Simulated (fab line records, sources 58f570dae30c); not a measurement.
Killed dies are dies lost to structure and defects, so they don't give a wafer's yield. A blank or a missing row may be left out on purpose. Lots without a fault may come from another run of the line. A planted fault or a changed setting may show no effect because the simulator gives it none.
Chamber matching | flow berkeley_cmos170 | UCB170_SILICIDE_WET_ETCH_05 on wet_bench-01: 4 sister chambers
The step etches Ti in SPM, time 45 s. 22 wafers are shown with their chamber, then 11 later ones without.

WAFERS WITH THEIR CHAMBER
wafer  | chamber | bath_guard_temp_C (C) | bath_heat_duty_pct (%)
L878.3 | 0       | 120.4                 | 15.8
L878.5 | 0       | 119.8                 | 15.1
L878.6 | 0       | 119.9                 | 15.8
L875.2 | 3       | 118.9                 | 13.6
L875.3 | 3       | 118.9                 | 13.9
L875.4 | 3       | 119.3                 | 14.5
L874.2 | 0       | 120.1                 | 14.8
L874.4 | 0       | 120.3                 | 16.1
L874.6 | 0       | 119.6                 | 15.6
L876.2 | 2       | 120.4                 | 12.5
L876.4 | 2       | 120.4                 | 12.2
L876.6 | 2       | 120.7                 | 12.2
L877.1 | 0       | 120.2                 | 15.3
L877.3 | 0       | 120.0                 | 16.6
L877.5 | 0       | 120.0                 | 15.4
L882.1 | 1       | 121.1                 | 13.7
L882.5 | 1       | 121.1                 | 12.2
L882.6 | 1       | 120.9                 | 13.2
L891.3 | 3       | 119.1                 | 15.5
L891.4 | 3       | 119.5                 | 14.3
L891.5 | 3       | 119.2                 | 13.4
L892.1 | 2       | 120.5                 | 12.0

SIGNATURES (means of the wafers above)
reading            | chamber 0 | chamber 1 | chamber 2 | chamber 3 | scatter within a chamber
bath_guard_temp_C  | 120.033   | 121.033   | 120.500   | 119.150   | 0.219
bath_heat_duty_pct | 15.611    | 13.033    | 12.225    | 14.200    | 0.602
Rule: a wafer's distance from a chamber is the root of the sum, over the readings, of the square of ((its reading less the chamber's mean) divided by the reading's scatter). The wafer belongs to the nearest chamber; if the next one is less than 2 further off, it can't be placed. The scatter: the root of (the sum of the squares of (reading less its chamber's mean) over the shown wafers, divided by (wafers less chambers)).

WAFERS WITHOUT THEIR CHAMBER
wafer  | bath_guard_temp_C (C) | bath_heat_duty_pct (%)
L892.4 | 120.6                 | 12.5
L892.5 | 120.5                 | 12.0
L893.1 | 119.0                 | 13.9
L893.2 | 119.1                 | 14.6
L893.4 | 119.0                 | 14.4
L897.1 | 120.7                 | 12.0
L897.4 | 120.3                 | 12.4
L897.6 | 120.3                 | 13.2
L896.2 | 120.3                 | 14.7
L896.3 | 120.2                 | 15.9
L896.5 | 120.3                 | 16.3

WHICH CHAMBER EACH WENT THROUGH
wafer  | from the rows above     | in truth
L892.4 | can't be placed: 2 or 1 | 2
L892.5 | 2                       | 2
L893.1 | 3                       | 3
L893.2 | 3                       | 3
L893.4 | 3                       | 3
L897.1 | can't be placed: 2 or 1 | 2
L897.4 | 2                       | 2
L897.6 | can't be placed: 2 or 1 | 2
L896.2 | 0                       | 0
L896.3 | 0                       | 0
L896.5 | 0                       | 0
Placed correctly: 8 of 11. Can't be placed from these rows: 3 (the true chamber is among the candidates in 3). Placed wrongly: 0.
